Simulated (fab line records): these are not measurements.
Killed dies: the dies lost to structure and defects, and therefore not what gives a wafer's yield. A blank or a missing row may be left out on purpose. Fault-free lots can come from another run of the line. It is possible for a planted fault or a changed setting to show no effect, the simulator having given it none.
fab line records -- flow rit-cmos
record: lots: 12, wafers: 36, last-day: 7
route steps=202 shown SILICIDE@162 M1@202
lots that met no fault: from a run of the same line without faults
start-h: start of the lot's first displayed wafer, in hours after the record's first day -- wait-h: time in hours since the lot's previous step -- " identical to the entry in the row above -- L1.1+2: several wafers, shown together as one row -- - no value, or no start was given -- * or withheld: withheld -- < > ~ a bound
route shown NAME@n: a module of which the file shows steps, and the number in the route of the first -- usual: mean/standard deviation taken from wafers without a fault -- same: alike in all rows -- chamber/n: place in a boat -- sites: per-site readings -- _std_site: how widely they spread, as a standard deviation -- _edge_site: inner sites' mean taken away from outer sites' mean -- radius-mm: how far each site lies from the wafer's centre -- mask NAME#n: copy n -- behind: tool/chamber where the wafer was last shaped -- hold: cause of the lot's hold/its duration in hours/its outcome -- device: transistor that didn't switch, given as n, p or np -- end of line: tests run on the same wafers once the route is complete -- a step without rows: its recipe alone -- killed: dies lost to structure and defects at the first sort, not the wafer's yield -- map: per-die view of a wafer (x killed, . not killed, _ where there is no die)
set.NAME: the run value of the setting; set.NAME@STEP: its run value at that earlier step -- model.NAME: the simulator's own value behind a step, which no gauge read
one table for each step of the route and one row for each wafer, over a sample of lots
services: the hour from which a tool's chamber was out of use, counted from the record's first day as start-h (under 0 if before that day), plus the number of hours and why
== steps ==
step: RIT_SILICIDE_SPUTTER_01
recipe: material: Ti, target-thk-nm: 30, power-w: 350, chamber-pressure-pa: 0.667, gas: Ar, time-s: 240, substrate-temp-c: 25
usual: throttle-valve-pct: 30.0/1
lot.wafer,tool,chamber,start-h,wait-h,throttle-valve-pct
L847.4,pvd-sputter-04,-,50.55,0.0,30.1
L847.5,pvd-sputter-04,-,50.55,0.0,29.1
L847.6,pvd-sputter-04,-,50.55,0.0,29.6
L848.2,pvd-sputter-01,-,53.93,0.0,29.8
L848.3,pvd-sputter-01,-,53.93,0.0,31.1
L848.5,pvd-sputter-01,-,53.93,0.0,31.1
L849.1,pvd-sputter-04,-,61.15,0.0,30.0
L849.3,pvd-sputter-04,-,61.15,0.0,31.7
L849.5,pvd-sputter-04,-,61.15,0.0,30.2
L850.1,pvd-sputter-04,-,64.48,0.0,28.6
L850.2,pvd-sputter-04,-,64.48,0.0,29.3
L850.6,pvd-sputter-04,-,64.48,0.0,29.9
L851.2,pvd-sputter-03,-,70.08,0.0,28.2
L851.5,pvd-sputter-03,-,70.08,0.0,30.9
L851.6,pvd-sputter-03,-,70.08,0.0,30.4
L852.1,pvd-sputter-04,-,74.65,0.0,30.0
L852.4,pvd-sputter-04,-,74.65,0.0,31.7
L852.6,pvd-sputter-04,-,74.65,0.0,29.2
L857.4,pvd-sputter-04,-,102.00,0.0,28.8
L857.5,pvd-sputter-04,-,102.00,0.0,29.3
L857.6,pvd-sputter-04,-,102.00,0.0,31.5
L863.1,pvd-sputter-01,-,141.32,0.0,29.7
L863.2,pvd-sputter-01,-,141.32,0.0,30.8
L863.6,pvd-sputter-01,-,141.32,0.0,29.6
L864.2,pvd-sputter-03,-,141.81,0.0,29.3
L864.5,pvd-sputter-03,-,141.81,0.0,29.1
L864.6,pvd-sputter-03,-,141.81,0.0,31.0
L866.3,pvd-sputter-01,-,154.10,0.0,31.2
L866.5,pvd-sputter-01,-,154.10,0.0,30.9
L866.6,pvd-sputter-01,-,154.10,0.0,29.8
L868.1,pvd-sputter-01,-,161.39,0.0,31.0
L868.3,pvd-sputter-01,-,161.39,0.0,29.7
L868.4,pvd-sputter-01,-,161.39,0.0,31.2
L870.3,pvd-sputter-03,-,166.49,0.0,30.8
L870.4,pvd-sputter-03,-,166.49,0.0,28.7
L870.5,pvd-sputter-03,-,166.49,0.0,30.5
step: RIT_M1_PROBE_99
usual: killed_at_M0_to_M3: 0.0/0.12, killed-at-contacts: 0.1/0.24, killed-at-front-end: 6.6/2.7, killed-dies: 6.6/2.7, killed-open: 3.3/1.8, killed-short: 3.4/1.9
same: gross-dies: 264, killed_at_M4_up: 0, killed-at-back-side: 0, killed-at-other: 0
lot.wafer,tool,chamber,start-h,wait-h,killed_at_M0_to_M3,killed-at-contacts,killed-at-front-end,killed-dies,killed-open,killed-short
L857.4,prober-01,-,109.69,0.2,0,0,5,5,4,1
L857.5,prober-01,-,109.74,0.2,0,0,19,19,5,4
L857.6,prober-01,-,109.79,0.2,0,0,3,3,1,2
killed by level:class
L857.4 FOX2:geometric-particle:open=2 GATE:geometric-particle:open=1 REOX:geometric-particle:short=1 SPACER:geometric-particle:open=1
L857.5 SILICIDE:unspecified=10 FOX1:geometric-particle:open=2 FOX1:geometric-particle:short=1 FOX2:geometric-particle:short=1 GATE:geometric-particle:short=1 GATE:geometric-particle:open=1 REOX:geometric-particle:open=1 REOX:geometric-particle:short=1
L857.6 FOX2:geometric-particle:short=1 GATE:geometric-particle:short=1 REOX:geometric-particle:open=1
== services ==
tool,chamber,start-h,hours,kind
pvd-sputter-03,-,29.76,0.6,repair
pvd-sputter-01,-,41.94,0.6,repair
pvd-sputter-04,-,57.42,1.2,repair
pvd-sputter-01,-,57.82,8.3,repair
pvd-sputter-01,-,96.90,34.4,repair
pvd-sputter-03,-,100.29,3.2,repair
pvd-sputter-04,-,102.50,2.4,repair
pvd-sputter-03,-,116.03,5.1,repair
pvd-sputter-04,-,137.43,4.4,repair
== key ==
first-sign: step: RIT_M1_PROBE_99, reading: killed-at-front-end, direction: up, sigmas: 4.7, usual: 6.6, struck: 19
effect: step: RIT_M1_PROBE_99, reading: killed-dies, direction: up, sigmas: 4.6, usual: 6.6, struck: 19
met-at RIT_SILICIDE_SPUTTER_01
struck-lots L857
struck-wafers L857.5
tester-left-out L857
onset-between 74.65 102.00
fault: kind: chamber-particle-source, tool: pvd-sputter-04, chamber: -, onset-h: 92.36, steps: RIT_SILICIDE_SPUTTER_01, rate-per-visit-cm2: 0.05944, end-h: 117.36, scope: struck-wafers-only
tester-left-out: of these lots the tester's yield and bins aren't shown, on N5 and GAA mostly nor the transistor test; their killed dies are dies lost to structure and defects alone, not to doping, threshold or leakage, so they don't give the yield
